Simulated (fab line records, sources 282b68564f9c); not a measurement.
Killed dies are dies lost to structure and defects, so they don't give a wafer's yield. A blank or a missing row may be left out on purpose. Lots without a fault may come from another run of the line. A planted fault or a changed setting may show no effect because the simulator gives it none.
Which tool did it? | flow rit_cmos | 7 lots, 21 wafers sampled, at 2 steps of a route of 202

WHAT THE GAUGES READ, wafer by wafer
RIT_GATE_CD_MEAS_16: target cd 150 nm.
lot  | measured    | on        | cd_nm (nm)
L194 | day 3 00:46 | cd_sem-02 | 144.8 144.2 144.9
L196 | day 3 10:57 | cd_sem-01 | 153.1 154.2 151.6
L200 | day 4 07:08 | cd_sem-02 | 150.1 150.2 148.8
L202 | day 4 18:58 | cd_sem-02 | 150.5 151.7 151.9
L205 | day 5 08:08 | cd_sem-01 | 147.3 147.6 146.5
L209 | day 6 03:38 | cd_sem-01 | 147.8 145.1 149.9
L214 | day 7 07:04 | cd_sem-01 | 160.1 160.1 156.2

WHICH TOOL RAN EACH LOT (tool, then ch and the chambers of the sampled wafers, then the start)
lot  | RIT_GATE_DEVELOP_15
L194 | litho_track-02 ch 0, day 3 00:00
L196 | litho_track-02 ch 0, day 3 10:00
L200 | litho_track-04 ch 0, day 4 07:00
L202 | litho_track-03 ch 0, day 4 18:00
L205 | litho_track-04 ch 0, day 5 08:00
L209 | litho_track-04 ch 0, day 6 03:00
L214 | litho_track-04 ch 0, day 7 06:00
- RIT_GATE_DEVELOP_15: develop time 50 s.

THE ANSWER, worked out from the rows above alone
Rule: what is usual is taken from the lots themselves. Put in order of their means at a reading, lots are off if they are a third of the lots or fewer, leave a main group of 4 or more, and stand apart from it by a gap of 3 or more times the standard deviation of the main group's means; of several such gaps the widest counts. A main group whose means are all the same, to the digits that the tables above print for the reading, isn't used. A lot without any number at a reading at which 4 lots or more have one is off too. The other lots that the step has rows for count as sound.
No lot is off at any reading shown: from this, nothing can be told.

WHAT THE SIMULATOR HAD PUT IN
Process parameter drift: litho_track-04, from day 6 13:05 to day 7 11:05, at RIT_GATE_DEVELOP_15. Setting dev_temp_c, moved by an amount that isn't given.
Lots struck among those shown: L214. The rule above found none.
